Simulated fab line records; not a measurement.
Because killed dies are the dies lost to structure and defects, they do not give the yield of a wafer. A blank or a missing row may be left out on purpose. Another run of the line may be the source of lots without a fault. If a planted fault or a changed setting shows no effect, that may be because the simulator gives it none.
The tool behind it: which one? :: flow berkeleyCmos170 :: 14 lots, 42 wafers sampled, at 4 steps of a route of 331

## WHAT THE GAUGES READ, wafer by wafer
UCB170_SILICIDE_THK_MEAS_03: measures by xrf.
lot: L929
measured: day 8 03:01
on: filmMetro-04
SILICIDE_TI_THK (nm): 30.0 30.1 29.6

lot: L930
measured: day 8 03:14
on: filmMetro-01
SILICIDE_TI_THK (nm): 30.3 30.6 30.2

lot: L932
measured: day 8 09:28
on: filmMetro-03
SILICIDE_TI_THK (nm): 30.3 30.1 30.5

lot: L931
measured: day 8 09:58
on: filmMetro-01
SILICIDE_TI_THK (nm): 30.2 30.1 30.6

lot: L935
measured: day 9 05:39
on: filmMetro-03
SILICIDE_TI_THK (nm): 30.3 30.4 30.1

lot: L936
measured: day 9 06:19
on: filmMetro-04
SILICIDE_TI_THK (nm): 30.0 30.3 30.2

lot: L937
measured: day 9 15:24
on: filmMetro-03
SILICIDE_TI_THK (nm): 29.7 29.5 30.2

lot: L939
measured: day 9 15:35
on: filmMetro-03
SILICIDE_TI_THK (nm): 29.5 29.0 29.2

lot: L938
measured: day 9 15:49
on: filmMetro-01
SILICIDE_TI_THK (nm): 31.0 30.5 30.4

lot: L942
measured: day 11 02:40
on: filmMetro-04
SILICIDE_TI_THK (nm): 30.0 30.5 30.8

lot: L944
measured: day 11 02:49
on: filmMetro-03
SILICIDE_TI_THK (nm): 30.1 29.9 29.7

lot: L943
measured: day 11 03:10
on: filmMetro-03
SILICIDE_TI_THK (nm): 29.9 29.7 29.4

lot: L950
measured: day 12 09:07
on: filmMetro-03
SILICIDE_TI_THK (nm): 30.4 30.0 30.4

lot: L949
measured: day 12 09:14
on: filmMetro-04
SILICIDE_TI_THK (nm): 29.9 30.4 30.3

UCB170_CONTACT_CD_MEAS_90: the cd target is 700 nm.
lot: L929
measured: day 8 07:26
on: cdSem-01
cdNm (nm): 702.4 701.5 701.2

lot: L930
measured: day 8 08:14
on: cdSem-01
cdNm (nm): 698.7 698.6 697.6

lot: L932
measured: day 8 15:46
on: cdSem-01
cdNm (nm): 697.3 698.7 699.0

lot: L931
measured: day 8 16:36
on: cdSem-01
cdNm (nm): 699.5 701.2 701.3

lot: L935
measured: day 9 10:25
on: cdSem-01
cdNm (nm): 700.3 700.3 700.5

lot: L936
measured: day 9 11:12
on: cdSem-01
cdNm (nm): 700.4 698.3 698.4

lot: L937
measured: day 9 19:49
on: cdSem-02
cdNm (nm): 699.8 699.6 698.7

lot: L939
measured: day 9 19:59
on: cdSem-01
cdNm (nm): 700.1 701.3 699.6

lot: L938
measured: day 9 21:58
on: cdSem-02
cdNm (nm): 702.2 702.2 700.8

lot: L942
measured: day 11 07:52
on: cdSem-01
cdNm (nm): 702.5 700.2 702.2

lot: L944
measured: day 11 07:11
on: cdSem-01
cdNm (nm): 698.5 699.1 699.9

lot: L943
measured: day 11 09:07
on: cdSem-02
cdNm (nm): 700.8 699.4 696.7

lot: L950
measured: day 12 14:50
on: cdSem-02
cdNm (nm): 700.7 700.6 700.7

lot: L949
measured: day 12 14:58
on: cdSem-01
cdNm (nm): 699.8 699.4 698.0

UCB170_M2_OVL_MEAS_16.
lot: L929
measured: day 8 17:18
on: overlay-02
M2_OVL (nm): 10 8 7

lot: L930
measured: day 8 18:16
on: overlay-02
M2_OVL (nm): 0 -2 0

lot: L932
measured: day 9 00:25
on: overlay-02
M2_OVL (nm): -4 1 -6

lot: L931
measured: day 9 02:01
on: overlay-02
M2_OVL (nm): 5 2 11

lot: L935
measured: day 9 19:24
on: overlay-02
M2_OVL (nm): 9 4 2

lot: L936
measured: day 9 20:47
on: overlay-02
M2_OVL (nm): -11 -10 -9

lot: L937
measured: day 10 07:04
on: overlay-02
M2_OVL (nm): -7 -4 -6

lot: L939
measured: day 10 07:16
on: overlay-02
M2_OVL (nm): -3 -4 5

lot: L938
measured: day 10 08:57
on: overlay-02
M2_OVL (nm): -3 -10 -6

lot: L942
measured: day 11 18:13
on: overlay-01
M2_OVL (nm): -4 -5 -3

lot: L944
measured: day 11 16:23
on: overlay-02
M2_OVL (nm): -11 -4 -7

lot: L943
measured: day 11 21:46
on: overlay-02
M2_OVL (nm): -2 -3 0

lot: L950
measured: day 12 23:46
on: overlay-02
M2_OVL (nm): -2 -5 -3

lot: L949
measured: day 13 00:23
on: overlay-02
M2_OVL (nm): -7 -13 -7

## EACH LOT AND THE TOOL THAT RAN IT (in order: tool; ch and the chambers of the sampled wafers; start)
lot: L929
UCB170_SILICIDE_PRE_CLEAN_00: pvdSputter-03, day 8 02:47

lot: L930
UCB170_SILICIDE_PRE_CLEAN_00: pvdSputter-02, day 8 03:01

lot: L932
UCB170_SILICIDE_PRE_CLEAN_00: pvdSputter-03, day 8 09:15

lot: L931
UCB170_SILICIDE_PRE_CLEAN_00: pvdSputter-03, day 8 09:46

lot: L935
UCB170_SILICIDE_PRE_CLEAN_00: pvdSputter-01, day 9 05:25

lot: L936
UCB170_SILICIDE_PRE_CLEAN_00: pvdSputter-02, day 9 06:06

lot: L937
UCB170_SILICIDE_PRE_CLEAN_00: pvdSputter-03, day 9 15:02

lot: L939
UCB170_SILICIDE_PRE_CLEAN_00: pvdSputter-02, day 9 15:17

lot: L938
UCB170_SILICIDE_PRE_CLEAN_00: pvdSputter-03, day 9 15:35

lot: L942
UCB170_SILICIDE_PRE_CLEAN_00: pvdSputter-02, day 11 02:27

lot: L944
UCB170_SILICIDE_PRE_CLEAN_00: pvdSputter-01, day 11 02:30

lot: L943
UCB170_SILICIDE_PRE_CLEAN_00: pvdSputter-02, day 11 02:56

lot: L950
UCB170_SILICIDE_PRE_CLEAN_00: pvdSputter-01, day 12 08:54

lot: L949
UCB170_SILICIDE_PRE_CLEAN_00: pvdSputter-03, day 12 09:02
- UCB170_SILICIDE_PRE_CLEAN_00: preclean etch time 60 s.

## AS READ BY THE TOOLS THEMSELVES (means over the sampled wafers that have a number; for cases with no such wafer, the mark the record gives instead)
The record holds no such reading with a usual standard deviation.

## THE ANSWER, worked out from the rows above alone
Rule: the usual values come from the lots themselves. Put in order of their means at a reading, lots are off if they are a third of the lots or fewer, leave a main group of 4 or more, and stand apart from it by a gap of 3 or more times the standard deviation of the main group's means; of several such gaps the widest counts. A main group is skipped when, at the precision printed for the reading in the tables above, its means are all equal. A lot without any number at a reading at which 4 lots or more have one is off too. The other lots that the step has rows for count as sound. Order of review: gauges by route order, followed by the tools' own readings, for which a lot's mean as printed above is used. The first step at which some lot is off is used, and at that step the reading that is off furthest; a lot without a number counts as furthest.
Across all readings shown, no lot is off: no conclusion can be drawn from this.

## WHAT WAS PUT IN BY THE SIMULATOR
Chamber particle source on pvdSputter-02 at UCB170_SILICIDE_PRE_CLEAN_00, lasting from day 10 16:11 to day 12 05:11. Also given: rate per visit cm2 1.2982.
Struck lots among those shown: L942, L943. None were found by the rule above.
